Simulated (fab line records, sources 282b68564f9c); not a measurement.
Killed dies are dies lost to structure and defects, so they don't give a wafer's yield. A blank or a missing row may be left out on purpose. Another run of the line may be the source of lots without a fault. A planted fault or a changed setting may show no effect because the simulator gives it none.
fab line records	flow rit-cmos
record: lots: 15	wafers: 45	last-day: 7
route steps=202 shown SILICIDE@162
lots untouched by any fault: they come from a run of this same line in which no faults occurred
start-h: start of the lot's first displayed wafer, in hours after the record's first day	wait-h: how many hours have passed since the lot's step before this one	" identical to the entry in the row above	L1.1+2: several wafers, shown together as one row	- value missing, or start not given	* or withheld: withheld	< > ~ a bound
route shown NAME@n: a module of which the file shows steps, and the number in the route of the first	usual: the fault-free wafers' mean and standard deviation	same: alike in all rows	chamber/n: place in a boat	sites: readings site by site	_std_site: standard deviation across them	_edge_site: inner sites' mean taken away from outer sites' mean	radius-mm: how far each site lies from the wafer's centre	mask NAME#n: copy n	behind: the tool/chamber that last shaped the wafer	hold: cause of the lot's hold/its duration in hours/its outcome	device: which transistor (n, p or np) failed to switch	end of line: at the end of the route, the tests of the same wafers	a step without rows: its recipe alone	killed: count of dies lost to structure and defects at first sort (not the wafer's yield)	map: per-die view of a wafer (x killed, . not killed, _ where there is no die)
set.NAME: the setting that was run; set.NAME@STEP: the one run at that earlier step	model.NAME: the simulator's own value behind a step, which no gauge read
the route's steps for a sample of lots (tables are steps, rows are wafers)
== steps ==
step: RIT_SILICIDE_SPUTTER_01
recipe: material: Ti	target-thk-nm: 30	power-w: 350	chamber-pressure-pa: 0.667	gas: Ar	time-s: 240	substrate-temp-c: 25
usual: substrate-temp-c: 25.00/0.11	throttle-valve-pct: 30.4/1.5
lot.wafer	tool	chamber	start-h	wait-h	substrate-temp-c	throttle-valve-pct
L123.2	pvd-sputter-03	-	51.03	0.0	24.94	31.6
L123.3	"	-	"	"	24.96	31.7
L123.4	"	-	"	"	25.04	30.2
L124.1	pvd-sputter-01	-	55.94	0.0	25.11	30.0
L124.2	"	-	"	"	25.08	29.8
L124.5	"	-	"	"	25.09	28.6
L125.1	pvd-sputter-03	-	61.34	0.0	25.09	32.7
L125.2	"	-	"	"	24.91	31.7
L125.5	"	-	"	"	24.87	31.4
L126.1	pvd-sputter-01	-	65.07	0.0	24.95	29.9
L126.3	"	-	"	"	25.00	29.8
L126.4	"	-	"	"	24.83	28.4
L127.2	pvd-sputter-03	-	71.04	0.0	25.14	32.6
L127.4	"	-	"	"	24.96	31.6
L127.5	"	-	"	"	24.95	30.3
L128.2	pvd-sputter-01	-	78.39	0.0	25.11	29.9
L128.5	"	-	"	"	25.02	28.6
L128.6	"	-	"	"	24.98	27.6
L129.1	pvd-sputter-03	-	80.28	0.0	25.04	30.4
L129.3	"	-	"	"	24.93	32.9
L129.4	"	-	"	"	25.10	31.7
L131.1	pvd-sputter-03	-	91.05	0.0	24.97	31.6
L131.2	"	-	"	"	25.18	30.3
L131.5	"	-	"	"	25.07	30.2
L132.1	pvd-sputter-01	-	100.85	0.0	25.10	28.7
L132.4	"	-	"	"	25.02	30.0
L132.6	"	-	"	"	25.02	27.3
L133.1	pvd-sputter-03	-	102.64	0.0	24.89	30.7
L133.3	"	-	"	"	25.09	32.7
L133.6	"	-	"	"	24.88	31.7
L134.1	pvd-sputter-01	-	106.01	0.0	24.85	27.3
L134.2	"	-	"	"	24.99	29.9
L134.5	"	-	"	"	24.96	29.9
L139.1	pvd-sputter-03	-	131.64	0.0	25.09	30.6
L139.3	"	-	"	"	25.17	31.6
L139.6	"	-	"	"	25.10	30.7
L141.2	pvd-sputter-03	-	146.10	0.0	25.05	30.8
L141.3	"	-	"	"	25.10	31.7
L141.5	"	-	"	"	24.83	32.9
L143.4	pvd-sputter-03	-	150.16	0.0	25.25	30.2
L143.5	"	-	"	"	24.79	31.5
L143.6	"	-	"	"	24.89	31.7
L146.1	pvd-sputter-01	-	165.93	0.0	24.95	27.4
L146.2	"	-	"	"	25.12	29.7
L146.3	"	-	"	"	25.27	28.8
step: RIT_SILICIDE_RS_MEAS_02
recipe: thk-meas-gauge: four-point-probe	reads: Ti_of_SILICIDE_SPUTTER_01
usual: SILICIDE_TI_RS: 48.5/0.42
lot.wafer	tool	chamber	start-h	wait-h	SILICIDE_TI_RS[ohm/sq]
L123.2	film-metro-01	-	51.20	0.1	47.9
L123.3	"	-	"	"	47.6
L123.4	"	-	"	"	47.7
L124.1	film-metro-01	-	56.09	0.1	47.9
L124.2	"	-	"	"	47.9
L124.5	"	-	"	"	47.9
L125.1	film-metro-04	-	61.49	0.1	48.2
L125.2	"	-	"	"	48.2
L125.5	"	-	"	"	48.2
L126.1	film-metro-04	-	65.22	0.1	48.0
L126.3	"	-	"	"	48.6
L126.4	"	-	"	"	48.5
L127.2	film-metro-03	-	71.21	0.1	48.6
L127.4	"	-	"	"	49.2
L127.5	"	-	"	"	49.3
L128.2	film-metro-04	-	78.56	0.1	49.0
L128.5	"	-	"	"	48.8
L128.6	"	-	"	"	48.9
L129.1	film-metro-03	-	80.58	0.1	48.3
L129.3	"	-	"	"	48.7
L129.4	"	-	"	"	48.4
L131.1	film-metro-03	-	91.20	0.1	48.6
L131.2	"	-	"	"	48.8
L131.5	"	-	"	"	49.3
L132.1	film-metro-01	-	101.00	0.1	48.6
L132.4	"	-	"	"	49.0
L132.6	"	-	"	"	48.9
L133.1	film-metro-03	-	102.79	0.1	48.7
L133.3	"	-	"	"	49.1
L133.6	"	-	"	"	49.1
L134.1	film-metro-03	-	106.16	0.1	48.6
L134.2	"	-	"	"	48.8
L134.5	"	-	"	"	48.7
L139.1	film-metro-01	-	131.79	0.1	48.2
L139.3	"	-	"	"	55.5
L139.6	"	-	"	"	48.7
L141.2	film-metro-03	-	146.27	0.1	48.8
L141.3	"	-	"	"	55.3
L141.5	"	-	"	"	48.7
L143.4	film-metro-03	-	150.37	0.1	48.5
L143.5	"	-	"	"	48.2
L143.6	"	-	"	"	55.1
L146.1	film-metro-01	-	166.09	0.1	48.5
L146.2	"	-	"	"	48.6
L146.3	"	-	"	"	49.1
step: RIT_SILICIDE_THK_MEAS_03
recipe: thk-meas-gauge: xrf	reads: Ti_of_SILICIDE_SPUTTER_01
usual: SILICIDE_TI_THK: 29.50/0.29
lot.wafer	tool	chamber	start-h	wait-h	SILICIDE_TI_THK[nm]
L123.2	film-metro-01	-	51.31	0.1	29.76
L123.3	"	-	"	"	29.93
L123.4	"	-	"	"	30.06
L124.1	film-metro-01	-	56.21	0.1	29.92
L124.2	"	-	"	"	29.90
L124.5	"	-	"	"	29.88
L125.1	film-metro-04	-	61.61	0.1	29.69
L125.2	"	-	"	"	29.57
L125.5	"	-	"	"	29.55
L126.1	film-metro-04	-	65.34	0.1	29.74
L126.3	"	-	"	"	29.41
L126.4	"	-	"	"	29.54
L127.2	film-metro-03	-	71.32	0.1	29.56
L127.4	"	-	"	"	29.32
L127.5	"	-	"	"	29.15
L128.2	film-metro-04	-	78.67	0.1	29.29
L128.5	"	-	"	"	29.33
L128.6	"	-	"	"	29.19
L129.1	film-metro-03	-	80.70	0.1	29.33
L129.3	"	-	"	"	29.24
L129.4	"	-	"	"	29.22
L131.1	film-metro-03	-	91.32	0.1	29.04
L131.2	"	-	"	"	29.09
L131.5	"	-	"	"	28.88
L132.1	film-metro-01	-	101.12	0.1	29.55
L132.4	"	-	"	"	29.46
L132.6	"	-	"	"	29.30
L133.1	film-metro-03	-	102.91	0.1	29.22
L133.3	"	-	"	"	28.98
L133.6	"	-	"	"	29.14
L134.1	film-metro-03	-	106.28	0.1	29.35
L134.2	"	-	"	"	29.10
L134.5	"	-	"	"	29.26
L139.1	film-metro-01	-	131.91	0.1	29.86
L139.3	"	-	"	"	26.69
L139.6	"	-	"	"	29.67
L141.2	film-metro-03	-	146.38	0.1	29.25
L141.3	"	-	"	"	26.44
L141.5	"	-	"	"	29.24
L143.4	film-metro-03	-	150.46	0.1	29.36
L143.5	"	-	"	"	29.50
L143.6	"	-	"	"	26.48
L146.1	film-metro-01	-	166.21	0.1	29.62
L146.2	"	-	"	"	29.62
L146.3	"	-	"	"	29.32
== key ==
first-sign: step: RIT_SILICIDE_RS_MEAS_02	reading: SILICIDE_TI_RS	direction: up	sigmas: 16	usual: 48.5	struck: 55.3
effect: step: RIT_SILICIDE_THK_MEAS_03	reading: SILICIDE_TI_THK	direction: down	sigmas: 10	usual: 29.50	struck: 26.54
met-at RIT_SILICIDE_SPUTTER_01
struck-lots L139,L141,L143
struck-wafers L139.3,L141.3,L143.6
tester-left-out L139,L141,L143
onset-between 102.64 131.64
fault: kind: process-parameter-drift	tool: pvd-sputter-03	chamber: -	onset-h: 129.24	steps: RIT_SILICIDE_SPUTTER_01	channel: target-thk-nm	offset: -2.9586	shape: step	end-h: 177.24	stated: 30	scope: struck-wafers-only
tester-left-out: of these lots the tester's yield and bins aren't shown, on N5 and GAA mostly nor the transistor test; their killed dies are dies lost to structure and defects alone, not to doping, threshold or leakage, so they don't give the yield
